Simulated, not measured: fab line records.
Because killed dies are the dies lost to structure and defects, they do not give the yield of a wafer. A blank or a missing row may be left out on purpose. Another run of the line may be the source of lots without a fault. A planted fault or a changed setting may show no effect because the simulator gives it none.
fab line records	flow rit-cmos
record: lots: 5	wafers: 15	last-day: 8
route steps=202 shown SILICIDE@161 CONTACT@168 M1@202
lots with no fault: from the same line, run without faults
start-h: the number of hours between the record's first day and the start of the first shown wafer of the lot	wait-h: hours from the lot's prior step to this one	" as in the row above	L1.1+2: one row covering several wafers at once	- either no value or no given start	* or withheld: withheld	< > ~ a bound
route shown NAME@n: NAME is a module with steps in the file, n the number in the route of the first one	usual: the fault-free wafers' mean and standard deviation	same: alike in all rows	chamber/n: place in a boat	sites: each site's reading	_std_site: standard deviation across them	_edge_site: inner sites' mean taken away from outer sites' mean	radius-mm: for every site, how far away it sits from the centre of the wafer	mask NAME#n: copy n	behind: the last tool/chamber to shape the wafer	hold: cause of the lot's hold/its duration in hours/its outcome	device: transistor that didn't switch, given as n, p or np	end of line: at the end of the route, the tests of the same wafers	step lacking rows: just its recipe	killed: count of dies lost to structure and defects at first sort (not the wafer's yield)	map: per-die view of a wafer (x killed, . not killed, _ where there is no die)
set.NAME: the setting that was run; set.NAME@STEP: the one run at that earlier step	model.NAME: the simulator's own value behind a step, which no gauge read
a table for each step, a row for each wafer; lots at some steps of the route
services: a tool's chamber out of use, with start hour (start-h, from the record's first day; less than 0 if before it), hours out, and reason
== steps ==
step: RIT_SILICIDE_WET_ETCH_00
recipe: chemistry: BOE	target: SiO2	target-depth-nm: 14	time-s: 15	dry: n2-spin	dilution: 10:1	temp-c: 21.5
step: RIT_SILICIDE_SPUTTER_01
recipe: material: Ti	target-thk-nm: 30	power-w: 355.3	chamber-pressure-pa: 0.667	gas: Ar	time-s: 240	substrate-temp-c: 25
usual: throttle-valve-pct: 30.0/1.1
same: time-s: 240
lot.wafer	tool	chamber	start-h	wait-h	throttle-valve-pct
L351.2	pvd-sputter-02	-	71.80	0.0	28.2
L351.3	"	-	"	"	29.5
L351.4	"	-	"	"	29.6
L357.3	pvd-sputter-01	-	96.81	0.0	29.7
L357.5	"	-	"	"	29.8
L357.6	"	-	"	"	31.4
L363.1	pvd-sputter-01	-	122.84	0.0	31.7
L363.2	"	-	"	"	29.6
L363.6	"	-	"	"	31.4
L370.2	pvd-sputter-01	-	159.24	0.0	29.6
L370.4	"	-	"	"	31.0
L370.6	"	-	"	"	31.5
L372.1	pvd-sputter-02	-	174.50	0.0	28.2
L372.3	"	-	"	"	29.4
L372.4	"	-	"	"	29.0
step: RIT_SILICIDE_RS_MEAS_02
recipe: thk-meas-gauge: four-point-probe	reads: Ti_of_SILICIDE_SPUTTER_01
usual: SILICIDE_TI_RS: 47.3/0.54
lot.wafer	tool	chamber	start-h	wait-h	SILICIDE_TI_RS[ohm/sq]
L351.2	film-metro-02	-	71.97	0.1	47.4
L351.3	"	-	"	"	47.3
L351.4	"	-	"	"	47.9
L357.3	film-metro-02	-	97.00	0.1	46.7
L357.5	"	-	"	"	46.6
L357.6	"	-	"	"	46.6
L363.1	film-metro-04	-	122.99	0.1	47.2
L363.2	"	-	"	"	47.7
L363.6	"	-	"	"	47.5
L370.2	film-metro-04	-	159.41	0.1	46.7
L370.4	"	-	"	"	46.6
L370.6	"	-	"	"	46.6
L372.1	film-metro-04	-	174.65	0.1	47.7
L372.3	"	-	"	"	47.7
L372.4	"	-	"	"	47.2
step: RIT_SILICIDE_THK_MEAS_03
recipe: thk-meas-gauge: xrf	reads: Ti_of_SILICIDE_SPUTTER_01
usual: SILICIDE_TI_THK: 30.3/0.34
lot.wafer	tool	chamber	start-h	wait-h	SILICIDE_TI_THK[nm]
L351.2	film-metro-02	-	72.08	0.1	30.1
L351.3	"	-	"	"	30.1
L351.4	"	-	"	"	29.8
L357.3	film-metro-02	-	97.10	0.1	30.5
L357.5	"	-	"	"	30.5
L357.6	"	-	"	"	30.6
L363.1	film-metro-04	-	123.11	0.1	30.5
L363.2	"	-	"	"	30.5
L363.6	"	-	"	"	30.6
L370.2	film-metro-04	-	159.52	0.1	30.5
L370.4	"	-	"	"	30.8
L370.6	"	-	"	"	30.6
L372.1	film-metro-04	-	174.77	0.1	30.1
L372.3	"	-	"	"	30.1
L372.4	"	-	"	"	30.3
step: RIT_SILICIDE_RTA_04
recipe: temp-c: 650	time-s: 10	idle-temp-c: 25	ramp-up-s: 5	ramp-down-s: 5	cool-to-c: 25	ambient: N2
usual: anneal-temp-c-max: 653.5/0.66	wafer_temp_C_max: 652.9/0.96
same: time-s: 10
lot.wafer	tool	chamber	start-h	wait-h	anneal-temp-c-max	wafer_temp_C_max
L351.2	rtp-anneal-01	0	72.14	0.1	654.0	652.3
L351.3	"	0	"	"	654.6	652.5
L351.4	"	0	"	"	653.3	653.2
L357.3	rtp-anneal-01	0	97.16	0.1	652.9	652.8
L357.5	"	0	"	"	653.2	653.3
L357.6	"	0	"	"	653.5	653.0
L363.1	rtp-anneal-01	0	123.17	0.1	653.2	651.5
L363.2	"	0	"	"	652.4	651.4
L363.6	"	0	"	"	653.2	652.1
L370.2	rtp-anneal-01	0	159.58	0.1	653.4	651.8
L370.4	"	0	"	"	653.3	651.8
L370.6	"	0	"	"	653.8	652.4
L372.1	rtp-anneal-02	0	174.83	0.1	653.5	653.6
L372.3	"	0	"	"	653.4	654.2
L372.4	"	0	"	"	652.6	653.4
step: RIT_SILICIDE_WET_ETCH_05
recipe: chemistry: SPM	target: Ti	temp-c: 90	time-s: 120	dry: n2-spin
step: RIT_SILICIDE_RTA_06
recipe: temp-c: 750	time-s: 10	idle-temp-c: 25	ramp-up-s: 5	ramp-down-s: 10	cool-to-c: 25	ambient: N2
usual: anneal-temp-c-max: 754.0/0.74	wafer_temp_C_max: 753.5/1.1
same: time-s: 10
lot.wafer	tool	chamber	start-h	wait-h	anneal-temp-c-max	wafer_temp_C_max
L351.2	rtp-anneal-02	0	72.25	0.0	753.9	754.6
L351.3	"	0	"	"	753.3	753.2
L351.4	"	0	"	"	753.8	755.3
L357.3	rtp-anneal-02	0	97.28	0.0	753.2	754.6
L357.5	"	0	"	"	753.7	756.5
L357.6	"	0	"	"	753.0	754.0
L363.1	rtp-anneal-02	0	123.32	0.0	753.0	753.8
L363.2	"	0	"	"	754.1	754.8
L363.6	"	0	"	"	754.1	755.5
L370.2	rtp-anneal-02	0	159.69	0.0	754.4	754.2
L370.4	"	0	"	"	753.2	753.5
L370.6	"	0	"	"	753.6	754.2
L372.1	rtp-anneal-01	0	174.95	0.0	753.6	752.2
L372.3	"	0	"	"	753.9	752.7
L372.4	"	0	"	"	754.4	752.4
step: RIT_CONTACT_CVD_00
recipe: material: SiO2	target-thk-nm: 400	precursor: TEOS	temp-c: 390	time-s: 61	rf-w: 400
usual: heater-power-w: 310/52	rf-fwd-power-W: 396.9/1.5
same: time-s: 61
lot.wafer	tool	chamber	start-h	wait-h	heater-power-w	rf-fwd-power-W
L351.2	pecvd-01	2	72.30	0.0	429	396.5
L351.3	"	0	"	"	248	393.9
L351.4	"	0	"	"	259	393.2
L357.3	pecvd-04	2	97.32	0.0	320	397.2
L357.5	"	0	"	"	291	398.3
L357.6	"	2	"	"	328	394.9
L363.1	pecvd-01	2	123.39	0.1	383	396.7
L363.2	"	1	"	"	226	397.3
L363.6	"	1	"	"	230	397.0
L370.2	pecvd-03	1	159.74	0.0	325	399.6
L370.4	"	0	"	"	363	395.4
L370.6	"	1	"	"	326	397.1
L372.1	pecvd-03	0	175.01	0.1	320	395.9
L372.3	"	2	"	"	329	394.8
L372.4	"	2	"	"	341	396.2
step: RIT_CONTACT_THK_MEAS_01
recipe: reads: SiO2_of_CONTACT_CVD_00
usual: CONTACT_TEOS_THK: 400/5.2
lot.wafer	tool	chamber	start-h	wait-h	CONTACT_TEOS_THK[nm]
L351.2	film-metro-01	-	72.36	0.0	390
L351.3	"	-	"	"	399
L351.4	"	-	"	"	404
L357.3	film-metro-01	-	97.39	0.0	404
L357.5	"	-	"	"	398
L357.6	"	-	"	"	408
L363.1	film-metro-03	-	123.44	0.0	394
L363.2	"	-	"	"	394
L363.6	"	-	"	"	402
L370.2	film-metro-03	-	159.80	0.0	400
L370.4	"	-	"	"	411
L370.6	"	-	"	"	410
L372.1	film-metro-02	-	175.06	0.0	391
L372.3	"	-	"	"	396
L372.4	"	-	"	"	399
step: RIT_CONTACT_HMDS_02
recipe: prime-time-s: 60	prime-temp-c: 140
step: RIT_CONTACT_COAT_03
recipe: resist: NOVOLAK	spin-rpm: 3298	resist-thk-nm: 1000
step: RIT_CONTACT_SOFTBAKE_04
recipe: resist: NOVOLAK	temp-c: 90	time-s: 60
step: RIT_CONTACT_EXPOSE_05
recipe: mask-id: M11	na: 0.6	source-shape: conventional	sigma-outer: 0.5	target-cd-nm: 1000	dose-mj: 250
usual: exposure-dose-mJ-cm2: 250.05/0.21
lot.wafer	tool	chamber	start-h	wait-h	mask	exposure-dose-mJ-cm2
L351.2	iline-stepper-02	0	72.88	0.1	M11#0	250.36
L351.3	"	0	"	"	M11#0	250.17
L351.4	"	0	"	"	M11#0	249.50
L357.3	iline-stepper-02	0	98.05	0.2	M11#0	249.91
L357.5	"	0	"	"	M11#0	249.82
L357.6	"	0	"	"	M11#0	250.10
L363.1	iline-stepper-02	0	123.95	0.1	M11_R1#0	249.83
L363.2	"	0	"	"	M11_R1#0	249.73
L363.6	"	0	"	"	M11_R1#0	249.69
L370.2	iline-stepper-01	0	160.38	0.2	M11#0	249.80
L370.4	"	0	"	"	M11#0	249.79
L370.6	"	0	"	"	M11#0	249.96
L372.1	iline-stepper-01	0	175.57	0.1	M11#0	250.13
L372.3	"	0	"	"	M11#0	249.89
L372.4	"	0	"	"	M11#0	250.10
step: RIT_CONTACT_PEB_06
recipe: resist: NOVOLAK	temp-c: withheld	time-s: withheld
step: RIT_CONTACT_DEVELOP_07
recipe: resist: NOVOLAK	develop-time-s: 120	dev-temp-c: 23
step: RIT_CONTACT_CD_MEAS_08
recipe: target-cd-nm: 1000
usual: cd-nm: 1001.1/2.4
lot.wafer	tool	chamber	start-h	wait-h	cd-nm
L351.2	cd-sem-01	-	73.40	-	999.7
L351.3	"	-	"	"	999.9
L351.4	"	-	"	"	999.8
L357.3	cd-sem-01	-	98.78	-	998.4
L357.5	"	-	"	"	997.1
L357.6	"	-	"	"	997.6
L363.1	cd-sem-01	-	124.47	-	1153.1
L363.2	"	-	"	"	1154.5
L363.6	"	-	"	"	1152.0
L370.2	cd-sem-01	-	160.90	-	998.3
L370.4	"	-	"	"	999.2
L370.6	"	-	"	"	997.9
L372.1	cd-sem-01	-	176.09	-	1001.4
L372.3	"	-	"	"	1002.4
L372.4	"	-	"	"	1002.7
step: RIT_CONTACT_OVL_MEAS_09
usual: CONTACT_OVL: 0.2/1.6
lot.wafer	tool	chamber	start-h	wait-h	CONTACT_OVL[nm]
L351.2	overlay-02	-	73.51	0.1	1.3
L351.3	"	-	"	"	2.0
L351.4	"	-	"	"	0.6
L357.3	overlay-01	-	98.87	0.1	3.7
L357.5	"	-	"	"	2.1
L357.6	"	-	"	"	3.0
L363.1	overlay-01	-	124.59	0.1	0.3
L363.2	"	-	"	"	0.5
L363.6	"	-	"	"	0.0
L370.2	overlay-02	-	161.00	0.1	-0.4
L370.4	"	-	"	"	-0.8
L370.6	"	-	"	"	1.6
L372.1	overlay-01	-	176.21	0.1	-1.7
L372.3	"	-	"	"	-3.3
L372.4	"	-	"	"	1.3
step: RIT_CONTACT_HARDBAKE_10
recipe: resist: NOVOLAK	temp-c: 140	time-s: 60
step: RIT_CONTACT_ETCH_11
recipe: target-depth-a: 4800	over-etch-frac: 0.2	stop-on: TiSi2	chemistry: CHF3/CF4/Ar	target: SiO2	CHF3_flow_sccm: 50	cf4-flow-sccm: 10	Ar_flow_sccm: 100	O2_flow_sccm: 5	pressure-mtorr: 100	rf-w: 200	time-s: 320
usual: drypump-motor-current-A: 5.7/0.55	oes-product-au: 0.993/0.016	rf-fwd-power-W: 199.5/0.64	throttle-valve-pct: 8.90/0.12
same: time-s: 320
lot.wafer	tool	chamber	start-h	wait-h	drypump-motor-current-A	oes-product-au	rf-fwd-power-W	rf-hours-counter-h	throttle-valve-pct	model.CONTACT.cd-nm
L351.2	rie-diel-03	1	73.69	0.1	6.3	0.988	199.5	2	8.90	999.7
L351.3	"	3	"	"	5.4	1.009	198.0	21	9.10	1000
L351.4	"	0	"	"	6.5	0.956	201.3	25	8.98	999.8
L357.3	rie-diel-01	3	99.18	0.1	4.8	1.001	199.7	160	8.84	998.6
L357.5	"	1	"	"	5.9	0.985	199.5	-	8.98	997.4
L357.6	"	0	"	"	4.7	1.008	198.7	-	8.92	997.8
L363.1	rie-diel-02	2	124.77	0.1	5.2	0.980	198.3	5	8.86	1153
L363.2	"	0	"	"	6.1	0.995	198.7	20	8.84	1155
L363.6	"	0	"	"	6.1	0.990	198.6	-	8.85	1153
L370.2	rie-diel-03	3	161.18	0.1	5.5	1.014	198.9	23	9.11	998.4
L370.4	"	2	"	"	6.0	1.007	199.9	75	8.68	999
L370.6	"	3	"	"	5.5	1.018	200.1	-	9.08	998.4
L372.1	rie-diel-03	3	176.40	0.1	5.5	1.006	199.3	23	9.10	1001
L372.3	"	1	"	"	6.3	0.999	198.8	4	8.91	1002
L372.4	"	0	"	"	6.6	0.955	199.7	-	9.00	1002
step: RIT_CONTACT_STRIP_12
recipe: chemistry: O2	time-s: 180	resist: NOVOLAK	platen-temp-c: withheld	power-w: 500	pressure-mtorr: 4000	o2-flow-sccm: 4000
usual: drypump-motor-current-A: 5.8/0.35
same: time-s: 180
lot.wafer	tool	chamber	start-h	wait-h	drypump-motor-current-A	rf-hours-counter-h
L351.2	plasma-asher-04	0	73.88	0.1	6.0	44
L351.3	"	1	"	"	5.8	-
L351.4	"	0	"	"	6.0	-
L357.3	plasma-asher-02	0	99.43	0.2	5.7	-
L357.5	"	1	"	"	6.6	-
L357.6	"	0	"	"	5.6	-
L363.1	plasma-asher-04	1	124.97	0.1	5.8	50
L363.2	"	0	"	"	6.0	50
L363.6	"	1	"	"	5.8	-
L370.2	plasma-asher-03	0	161.38	0.1	5.5	39
L370.4	"	0	"	"	5.5	-
L370.6	"	0	"	"	5.5	-
L372.1	plasma-asher-03	1	176.59	0.1	5.4	40
L372.3	"	0	"	"	5.5	-
L372.4	"	1	"	"	5.5	-
step: RIT_M1_PROBE_99
usual: killed_at_M0_to_M3: 0.0/0.12	killed-at-contacts: 0.0/0.2	killed-at-front-end: 6.8/3	killed-dies: 6.9/3	killed-open: 3.3/1.9	killed-short: 3.6/1.9
same: gross-dies: 264	killed_at_M4_up: 0	killed-at-back-side: 0	killed-at-other: 0
lot.wafer	tool	chamber	start-h	wait-h	killed_at_M0_to_M3	killed-at-contacts	killed-at-front-end	killed-dies	killed-open	killed-short
L351.2	prober-02	-	78.75	0.1	0	0	5	5	2	3
L351.3	prober-02	-	78.80	0.2	0	0	3	3	2	1
L351.4	prober-02	-	78.85	0.2	1	0	4	5	3	2
L357.3	prober-01	-	104.13	0.2	0	0	10	10	3	7
L357.5	prober-01	-	104.23	0.2	0	0	8	8	2	6
L357.6	prober-01	-	104.28	0.2	0	0	9	9	4	5
L363.1	prober-02	-	129.77	0.1	0	52	8	60	6	2
L363.2	prober-02	-	129.82	0.1	1	63	4	68	2	3
L363.6	prober-02	-	130.02	0.2	0	58	6	64	3	3
L370.2	prober-01	-	166.18	0.1	0	0	6	6	3	3
L370.4	prober-01	-	166.28	0.2	0	0	6	6	3	3
L370.6	prober-01	-	166.38	0.2	0	0	2	2	1	1
L372.1	prober-02	-	182.08	0.1	0	0	6	6	2	4
L372.3	prober-02	-	182.18	0.2	0	0	7	7	2	5
L372.4	prober-02	-	182.23	0.2	0	0	8	8	6	2
killed by level:class
L351.2 SPACER:geometric-particle:short=2 FOX1:geometric-particle:short=1 GATE:geometric-particle:open=1 SPACER:geometric-particle:open=1
L351.3 FOX2:geometric-particle:open=2 FOX1:geometric-particle:short=1
L351.4 FOX2:geometric-particle:open=1 GATE:geometric-particle:short=1 REOX:geometric-particle:open=1 SPACER:geometric-particle:open=1 M1:geometric-particle:short=1
L357.3 SPACER:geometric-particle:short=3 FOX1:geometric-particle:short=2 FOX1:geometric-particle:open=1 FOX2:geometric-particle:open=1 GATE:geometric-particle:short=1 REOX:geometric-particle:open=1 REOX:geometric-particle:short=1
L357.5 GATE:geometric-particle:short=2 SPACER:geometric-particle:short=2 FOX2:geometric-particle:short=1 GATE:geometric-particle:open=1 REOX:geometric-particle:open=1 REOX:geometric-particle:short=1
L357.6 GATE:geometric-particle:short=4 GATE:geometric-particle:open=2 REOX:geometric-particle:open=2 REOX:geometric-particle:short=1
L363.1 CONTACT:area-expose=52 GATE:geometric-particle:open=4 FOX2:geometric-particle:short=1 REOX:geometric-particle:open=1 SPACER:geometric-particle:short=1 SILICIDE:geometric-particle:open=1
L363.2 CONTACT:area-expose=63 FOX1:geometric-particle:open=1 FOX2:geometric-particle:short=1 GATE:geometric-particle:short=1 SPACER:geometric-particle:open=1 M1:geometric-particle:short=1
L363.6 CONTACT:area-expose=58 FOX1:geometric-particle:open=1 FOX2:geometric-particle:short=1 GATE:geometric-particle:open=1 GATE:geometric-particle:short=1 REOX:geometric-particle:open=1 SPACER:geometric-particle:short=1
L370.2 FOX2:geometric-particle:open=2 FOX1:geometric-particle:short=1 FOX1:geometric-particle:open=1 GATE:geometric-particle:short=1 REOX:geometric-particle:short=1
L370.4 GATE:geometric-particle:open=3 FOX1:geometric-particle:short=1 GATE:geometric-particle:short=1 SPACER:geometric-particle:short=1
L370.6 GATE:geometric-particle:open=1 REOX:geometric-particle:short=1
L372.1 GATE:geometric-particle:short=2 FOX1:geometric-particle:open=1 FOX1:geometric-particle:short=1 REOX:geometric-particle:short=1 SILICIDE:geometric-particle:open=1
L372.3 GATE:geometric-particle:short=3 GATE:geometric-particle:open=2 SILICIDE:geometric-particle:short=2
L372.4 GATE:geometric-particle:open=2 SILICIDE:geometric-particle:open=2 REOX:geometric-particle:open=1 REOX:geometric-particle:short=1 SPACER:geometric-particle:open=1 SILICIDE:geometric-particle:short=1
map L363.2 (x killed, . not)
________x......_______
_____....x.......x____
____....xxxx.......___
___...x.x.x..x......__
__x.....x.xx..x......_
__...x.xxxx.xx.xx.x.._
_....x.xxxx.xxx.x.....
_....x..xxx.xxx.xxx...
_...x.xxxxxx....x.....
_........x.xxxx.xx....
__......xx.x........._
__......xx..x........_
___....xx...........__
____...............___
_____.............____
________......._______
map L357.3 (x killed, . not)
________......._______
_____.............____
____........x......___
___.................__
__...............x..._
__............x......_
_x..........x.........
_.....................
_.....................
_.x...x...............
__............x......_
__..................._
___.................__
____...............___
_____..x.......x..____
________......._______
== services ==
tool	chamber	start-h	hours	kind
rie-diel-02	3	52.75	-	clean
rie-diel-02	3	52.75	-	consumable-replace:esc
rie-diel-02	3	52.75	23.4	scheduled-down
rie-diel-02	3	52.75	23.4	vent-cycle
rie-diel-02	-	64.26	4.1	repair
rtp-anneal-01	-	65.47	3.1	pm
rie-diel-02	0	68.20	5.4	repair
pvd-sputter-01	-	81.71	6.1	repair
pecvd-03	-	88.05	0.3	repair
rie-diel-01	3	105.95	-	clean
rie-diel-01	3	105.95	18.8	scheduled-down
rie-diel-01	3	105.95	18.8	vent-cycle
iline-stepper-01	-	119.09	28.9	pm
rie-diel-02	1	119.49	15.3	repair
pecvd-03	0	129.67	3.5	repair
rie-diel-02	1	134.80	-	clean
rie-diel-01	2	137.42	13.6	repair
pecvd-03	-	139.66	1.5	repair
pvd-sputter-02	-	141.41	4.8	repair
plasma-asher-02	-	142.05	0.5	repair
iline-stepper-02	-	145.97	35.9	repair
rie-diel-01	0	147.65	1.4	repair
rie-diel-02	-	153.71	14.6	pm
rtp-anneal-02	-	154.06	4.2	pm
== key ==
first-sign: step: RIT_CONTACT_EXPOSE_05	reading: mask	direction: changed
effect: step: RIT_CONTACT_CD_MEAS_08	reading: cd-nm	direction: up	sigmas: 63	usual: 1001.1	struck: 1153.2
effect: step: RIT_M1_PROBE_99	reading: killed-at-contacts	direction: up	sigmas: 58	usual: 0.0	struck: 57.7
model-effect: step: RIT_CONTACT_ETCH_11	value: CONTACT.cd-nm	without: 1003	struck: 1153
more-kills-born-at: RIT_CONTACT_EXPOSE_05@iline-stepper-02: 173
met-at RIT_CONTACT_EXPOSE_05
struck-wafers L363.1,L363.2,L363.6
tester-left-out L363
onset-between 98.05 123.95
fault: kind: wrong-mask	tool: any	chamber: -	onset-h: 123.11	steps: RIT_CONTACT_EXPOSE_05	aux-copy: M11_R1#0	cd-offset-nm: 150	scope: struck-lots-only
tester-left-out: of these lots the tester's yield and bins aren't shown, on N5 and GAA mostly nor the transistor test; their killed dies are dies lost to structure and defects alone, not to doping, threshold or leakage, so they don't give the yield
